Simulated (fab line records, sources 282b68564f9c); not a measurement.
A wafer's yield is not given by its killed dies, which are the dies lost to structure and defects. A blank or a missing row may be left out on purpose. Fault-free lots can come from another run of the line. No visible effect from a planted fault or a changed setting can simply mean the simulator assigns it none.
Struck lot and sound lot, side by side	flow rit cmos	15 steps out of a route of 202
Sound: wafers L629.3, L629.4, L629.5. Wafers struck: L633.1, L633.5, L633.6. The cause is given at the end.
For every step that has rows: the tool of each side, followed by ch and its chambers, followed by its first start. Under that, the readings that differ: sound wafers	struck wafers	difference of the means	sigmas: that difference in standard deviations of wafers without a fault.
alike: readings whose means differ by less than 2 such deviations, and words and numbers that are the same on both sides. not compared: withheld readings, readings that some wafer has no value for, bounds like >300 that may hide the same value, and numbers for which the record gives no deviation and whose values overlap.
Wherever a step has rows on one side only, a row that says differs or no value, or a row with sigmas, the two part there. Numbers that don't overlap but have no deviation are shown without sigmas and don't part them. A reading that every wafer of one side lacks parts them only if that side has two wafers or more.

first, 1 step without rows for these wafers: RIT_PRETRO_IMPLANT_08.
RIT_PRETRO_STRIP_09: strips in O2, time 180 s.
  sound on plasma asher-01 ch 0,1, day 3 12:26; struck on plasma asher-02 ch 0,1, day 4 01:12
  alike: drypump motor current A
  not compared: rf hours counter h
RIT_PRETRO_TW_MEAS_10:
  sound on film metro-02, day 3 12:35; struck on film metro-03, day 4 01:22
  alike: PRETRO_TW
then, 5 steps without rows for these wafers: RIT_GATE_WET_ETCH_00 (etches SiO2 in BOE, target depth 56 nm, time 60 s); RIT_GATE_CLEAN_01 (cleans in SC1, time 600 s); RIT_GATE_CLEAN_02 (cleans in dHF, time 30 s); RIT_GATE_CLEAN_03 (cleans in SC2, time 600 s); RIT_GATE_CLEAN_04 (cleans in dHF, time 60 s).
RIT_FOX2_THK_MEAS_91:
  sound on film metro-01, day 3 13:04; struck on film metro-01, day 4 01:51
reading	sound	struck	difference	sigmas
FIELD_OXIDE_LEFT_2_THK (nm)	242 249 246	274 268 267	+24	+3
then, 2 steps without rows for these wafers: RIT_GATE_OXIDATION_05 (target thk 3 nm, ox time 270 s); RIT_GATE_ANNEAL_06 (time 600 s).
RIT_GATE_THK_MEAS_07:
  sound on film metro-04, day 3 15:50; struck on film metro-01, day 4 03:14
  alike: GATE_OXIDE_THK
RIT_GATE_CVD_08: deposits poly-Si from SiH4, target thk 250 nm, time 2220 s.
  sound on lpcvd-02 ch 1, day 3 17:27; struck on lpcvd-02 ch 1, day 4 06:50
  alike: zone power load pct
RIT_GATE_THK_MEAS_09:
  sound on film metro-02, day 3 19:05; struck on film metro-04, day 4 08:41
reading	sound	struck	difference	sigmas
GATE_POLY_THK (nm)	249.0 247.5 248.1	506.0 503.7 504.3	+256.5	+99 or more
RIT_M1_PROBE_99:
  rows exist in the record for the sound wafers here (prober-01, day 4 20:14), none for the struck ones

## WHERE THEY PART
Last at RIT_M1_PROBE_99 as far as this record goes, first at RIT_FOX2_THK_MEAS_91.

WHY: what had been put in by the simulator
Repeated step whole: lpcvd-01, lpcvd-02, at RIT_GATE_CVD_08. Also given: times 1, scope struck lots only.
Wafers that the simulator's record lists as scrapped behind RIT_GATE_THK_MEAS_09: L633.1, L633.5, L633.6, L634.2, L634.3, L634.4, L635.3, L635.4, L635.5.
